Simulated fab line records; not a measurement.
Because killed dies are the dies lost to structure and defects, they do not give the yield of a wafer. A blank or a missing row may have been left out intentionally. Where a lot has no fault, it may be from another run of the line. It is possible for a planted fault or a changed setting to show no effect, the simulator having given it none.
Which of the tools did it? | flow ritCmos | 13 lots with 39 wafers sampled at 7 steps, on a route of 202 steps

WHAT EACH GAUGE READ, for each wafer
RIT_SDANNEAL_RS_MEAS_04: uses a four-point probe to measure. Usual: PSD_RS gives 115.9 ohm/sq (standard deviation 0.33).
lot  | measured    | on           | PSD_RS (ohm/sq)   | flag
L854 | day 3 02:12 | filmMetro-04 | 116.5 115.9 116.2 | 
L855 | day 3 08:43 | filmMetro-03 | 116.0 115.9 115.9 | 
L856 | day 3 13:23 | filmMetro-04 | 115.6 116.0 116.0 | 
L857 | day 3 20:53 | filmMetro-01 | 115.6 115.4 115.2 | 
L858 | day 3 22:52 | filmMetro-01 | 115.9 115.6 115.5 | 
L859 | day 4 02:05 | filmMetro-03 | 116.1 115.9 116.3 | 
L860 | day 4 11:08 | filmMetro-01 | 116.0 115.9 116.0 | 
L861 | day 4 17:44 | filmMetro-01 | 115.4 115.2 115.1 | 
L862 | day 4 22:52 | filmMetro-01 | 115.2 115.3 115.5 | 
L863 | day 5 01:22 | filmMetro-03 | 116.0 116.0 115.8 | 
L864 | day 5 06:02 | filmMetro-03 | 115.6 115.8 116.2 | 
L869 | day 6 06:47 | filmMetro-04 | 166.1 165.8 165.8 | OFF
L871 | day 6 19:38 | filmMetro-04 | 165.4 166.0 165.4 | OFF

RIT_SDANNEAL_RS_MEAS_05: uses a four-point probe to measure. Usual: NSD_RS gives 83.05 ohm/sq (standard deviation 0.28).
lot  | measured    | on           | NSD_RS (ohm/sq)   | flag
L854 | day 3 02:19 | filmMetro-04 | 82.86 83.11 83.01 | 
L855 | day 3 08:50 | filmMetro-03 | 83.44 83.26 83.29 | 
L856 | day 3 13:31 | filmMetro-04 | 83.50 83.59 83.47 | 
L857 | day 3 21:00 | filmMetro-01 | 82.94 83.02 83.10 | 
L858 | day 3 22:59 | filmMetro-01 | 83.15 82.89 83.33 | 
L859 | day 4 02:12 | filmMetro-03 | 82.95 83.01 82.83 | 
L860 | day 4 11:16 | filmMetro-01 | 82.81 83.20 82.65 | 
L861 | day 4 17:52 | filmMetro-01 | 82.94 82.76 83.06 | 
L862 | day 4 22:59 | filmMetro-01 | 82.38 82.20 82.48 | 
L863 | day 5 01:29 | filmMetro-03 | 83.44 83.52 83.34 | 
L864 | day 5 06:09 | filmMetro-03 | 83.36 83.13 83.05 | 
L869 | day 6 06:55 | filmMetro-04 | 86.05 85.89 85.84 | OFF
L871 | day 6 19:46 | filmMetro-04 | 86.07 85.77 85.81 | OFF

RIT_SDANNEAL_RS_MEAS_06: uses a four-point probe to measure. Usual: PLDD_RS gives 180.2 ohm/sq (standard deviation 0.58).
lot  | measured    | on           | PLDD_RS (ohm/sq)  | flag
L854 | day 3 02:26 | filmMetro-04 | 181.7 181.2 181.6 | 
L855 | day 3 08:58 | filmMetro-03 | 180.8 180.7 180.2 | 
L856 | day 3 13:38 | filmMetro-04 | 180.2 180.7 180.4 | 
L857 | day 3 21:07 | filmMetro-01 | 180.2 180.1 179.7 | 
L858 | day 3 23:06 | filmMetro-01 | 180.2 179.8 179.9 | 
L859 | day 4 02:19 | filmMetro-03 | 180.5 180.2 179.8 | 
L860 | day 4 11:23 | filmMetro-01 | 179.5 179.6 180.2 | 
L861 | day 4 17:59 | filmMetro-01 | 180.1 179.2 179.7 | 
L862 | day 4 23:06 | filmMetro-01 | 179.2 179.5 179.8 | 
L863 | day 5 01:37 | filmMetro-03 | 180.1 180.6 179.9 | 
L864 | day 5 06:16 | filmMetro-03 | 180.9 181.0 180.6 | 
L869 | day 6 07:02 | filmMetro-04 | 247.1 247.1 247.6 | OFF
L871 | day 6 19:53 | filmMetro-04 | 245.9 246.5 246.2 | OFF

RIT_M1_CD_MEAS_09: the cd target is 2600 nm. Usual: cdNm 2599.2 nm, standard deviation 2.3.
lot  | measured    | on       | cdNm (nm)            | flag
L854 | day 3 06:53 | cdSem-01 | 2601.4 2598.9 2601.3 | 
L855 | day 3 13:33 | cdSem-01 | 2597.7 2597.0 2598.9 | 
L856 | day 3 18:20 | cdSem-02 | 2596.4 2598.0 2597.0 | 
L857 | day 4 01:35 | cdSem-01 | 2600.0 2600.1 2598.9 | 
L858 | day 4 03:56 | cdSem-01 | 2602.0 2602.5 2599.9 | 
L859 | day 4 07:10 | cdSem-02 | 2597.9 2595.8 2597.9 | 
L860 | day 4 15:53 | cdSem-02 | 2597.8 2599.6 2600.6 | 
L861 | day 4 22:37 | cdSem-02 | 2597.7 2599.2 2595.1 | 
L862 | day 5 03:35 | cdSem-01 | 2600.8 2600.8 2600.3 | 
L863 | day 5 06:04 | cdSem-02 | 2601.1 2599.4 2601.9 | 
L864 | day 5 10:52 | cdSem-02 | 2600.0 2600.5 2599.2 | 
L869 | day 6 11:32 | cdSem-02 | 2595.9 2597.2 2597.0 | 
L871 | day 7 00:46 | cdSem-01 | 2597.7 2597.0 2596.5 | 

WHAT TOOL EACH LOT RAN ON (gives the tool, then ch and the chambers of the sampled wafers, and finally the start)
lot  | RIT_ACTIVE_ETCH_13               | RIT_ACTIVE_STRIP_14                | RIT_SDANNEAL_RTA_03
L854 | rieDiel-03 ch 0,1,3, day 1 16:09 | plasmaAsher-04 ch 1, day 1 16:17   | rtpAnneal-02 ch 0, day 3 02:08
L855 | rieDiel-03 ch 0,3, day 1 21:14   | plasmaAsher-03 ch 0,1, day 1 21:22 | rtpAnneal-01 ch 0, day 3 08:39
L856 | rieDiel-04 ch 0,1,3, day 2 02:17 | plasmaAsher-02 ch 0,1, day 2 02:25 | rtpAnneal-02 ch 0, day 3 13:20
L857 | rieDiel-04 ch 1,2,3, day 2 05:50 | plasmaAsher-04 ch 0,1, day 2 05:58 | rtpAnneal-01 ch 0, day 3 20:49
L858 | rieDiel-03 ch 1,2,3, day 2 10:46 | plasmaAsher-02 ch 0,1, day 2 10:55 | rtpAnneal-02 ch 0, day 3 22:48
L859 | rieDiel-03 ch 0,3, day 2 15:50   | plasmaAsher-04 ch 0,1, day 2 16:02 | rtpAnneal-01 ch 0, day 4 02:00
L860 | rieDiel-04 ch 2,3, day 2 21:54   | plasmaAsher-03 ch 0,1, day 2 22:02 | rtpAnneal-02 ch 0, day 4 11:04
L861 | rieDiel-03 ch 0,3, day 3 01:43   | plasmaAsher-04 ch 0,1, day 3 01:50 | rtpAnneal-01 ch 0, day 4 17:41
L862 | rieDiel-02 ch 0,2, day 3 09:08   | plasmaAsher-02 ch 0,1, day 3 09:17 | rtpAnneal-02 ch 0, day 4 22:49
L863 | rieDiel-04 ch 1,2,3, day 3 11:58 | plasmaAsher-04 ch 0,1, day 3 12:06 | rtpAnneal-01 ch 0, day 5 01:19
L864 | rieDiel-03 ch 0,2,3, day 3 16:50 | plasmaAsher-04 ch 0,1, day 3 16:58 | rtpAnneal-02 ch 0, day 5 05:58
L869 | rieDiel-03 ch 2,3, day 4 17:49   | plasmaAsher-04 ch 0,1, day 4 17:56 | rtpAnneal-01 ch 0, day 6 06:44
L871 | rieDiel-03 ch 1,2,3, day 5 04:52 | plasmaAsher-02 ch 0,1, day 5 04:59 | rtpAnneal-01 ch 0, day 6 19:35
- RIT_ACTIVE_ETCH_13: etches Si3N4 in SF6, stops on SiO2, time 210 s, target depth 210 nm.
- RIT_ACTIVE_STRIP_14: strips in O2, time 180 s.
- RIT_SDANNEAL_RTA_03: time 5 s.

WHAT THE TOOLS THEMSELVES READ (means of the sampled wafers that have a number; where no wafer has one, the mark that the record gives instead)
RIT_ACTIVE_ETCH_13. Usual: SF6_flow_sccm 200.0 sccm, standard deviation 0.61; drypumpMotorCurrentA 5.6 A, standard deviation 0.54; oesProductAu 0.818 a.u., standard deviation 0.012; throttleValvePct 7.50 %, standard deviation 0.14.
lot  | tool       | SF6_flow_sccm (sccm) | drypumpMotorCurrentA (A) | oesProductAu (a.u.) | throttleValvePct (%) | flag
L854 | rieDiel-03 | 200.1                | 6.1                      | 0.822               | 7.45                 | 
L855 | rieDiel-03 | 200.4                | 5.9                      | 0.818               | 7.58                 | 
L856 | rieDiel-04 | 199.9                | 5.3                      | 0.807               | 7.50                 | 
L857 | rieDiel-04 | 200.0                | 5.6                      | 0.809               | 7.56                 | 
L858 | rieDiel-03 | 200.6                | 5.8                      | 0.827               | 7.38                 | 
L859 | rieDiel-03 | 199.8                | 5.9                      | 0.816               | 7.53                 | 
L860 | rieDiel-04 | 199.7                | 5.9                      | 0.808               | 7.58                 | 
L861 | rieDiel-03 | 199.9                | 5.9                      | 0.814               | 7.59                 | 
L862 | rieDiel-02 | 199.9                | 5.1                      | 0.818               | 7.57                 | 
L863 | rieDiel-04 | 200.2                | 5.6                      | 0.812               | 7.56                 | 
L864 | rieDiel-03 | 200.6                | 5.6                      | 0.817               | 7.45                 | 
L869 | rieDiel-03 | 200.2                | 5.7                      | 0.820               | 7.52                 | 
L871 | rieDiel-03 | 199.4                | 5.8                      | 0.823               | 7.38                 | 

RIT_ACTIVE_STRIP_14. Usual: drypumpMotorCurrentA 5.8 A, standard deviation 0.38.
lot  | tool           | drypumpMotorCurrentA (A) | flag
L854 | plasmaAsher-04 | 5.4                      | 
L855 | plasmaAsher-03 | 5.7                      | 
L856 | plasmaAsher-02 | 6.0                      | 
L857 | plasmaAsher-04 | 5.5                      | 
L858 | plasmaAsher-02 | 6.1                      | 
L859 | plasmaAsher-04 | 5.5                      | 
L860 | plasmaAsher-03 | 5.6                      | 
L861 | plasmaAsher-04 | 5.5                      | 
L862 | plasmaAsher-02 | 6.3                      | 
L863 | plasmaAsher-04 | 5.5                      | 
L864 | plasmaAsher-04 | 5.5                      | 
L869 | plasmaAsher-04 | 5.6                      | 
L871 | plasmaAsher-02 | 6.3                      | 

RIT_SDANNEAL_RTA_03. Usual: rampDownCPerS 171.00, standard deviation 0.032; wafer_temp_C_max 1053.4, standard deviation 0.99.
lot  | tool         | rampDownCPerS | wafer_temp_C_max | flag
L854 | rtpAnneal-02 | 170.98        | 1054.0           | 
L855 | rtpAnneal-01 | 170.98        | 1053.6           | 
L856 | rtpAnneal-02 | 170.99        | 1053.7           | 
L857 | rtpAnneal-01 | 171.02        | 1052.8           | 
L858 | rtpAnneal-02 | 171.00        | 1053.3           | 
L859 | rtpAnneal-01 | 171.00        | 1053.5           | 
L860 | rtpAnneal-02 | 171.00        | 1053.1           | 
L861 | rtpAnneal-01 | 170.99        | 1053.0           | 
L862 | rtpAnneal-02 | 170.99        | 1053.1           | 
L863 | rtpAnneal-01 | 171.04        | 1053.5           | 
L864 | rtpAnneal-02 | 171.04        | 1053.8           | 
L869 | rtpAnneal-01 | 171.00        | 987.7            | OFF
L871 | rtpAnneal-01 | 170.97        | 988.3            | OFF

THE ANSWER, worked out from the rows above alone
Rule: take the mean of a lot's wafers that have a number; if it is more than 3 standard deviations from the usual mean, the lot is off. Also off: a lot with no number at a reading for which 4 or more lots have one. All remaining lots with rows at the step are treated as sound. First the gauges in route order, then the tools' own readings, where a lot's mean is used as printed above. The first step at which some lot is off is used, and at that step the reading that is off furthest; a lot without a number counts as furthest.
Off: L869, L871, seen at RIT_SDANNEAL_RS_MEAS_04 (PSD_RS).
If a tool, at a process step before that reading, ran all the lots that are off and no sound lot after the first of them, it fits. Not tried: the gauges at RIT_SDANNEAL_RS_MEAS_04; whatever is off there is also off at RIT_SDANNEAL_RTA_03, on other tools, and gauge error can't account for it. Undecided on this evidence; 2 tools fit (rieDiel-03 at RIT_ACTIVE_ETCH_13, rtpAnneal-01 at RIT_SDANNEAL_RTA_03).

WHAT THE SIMULATOR HAD INSERTED
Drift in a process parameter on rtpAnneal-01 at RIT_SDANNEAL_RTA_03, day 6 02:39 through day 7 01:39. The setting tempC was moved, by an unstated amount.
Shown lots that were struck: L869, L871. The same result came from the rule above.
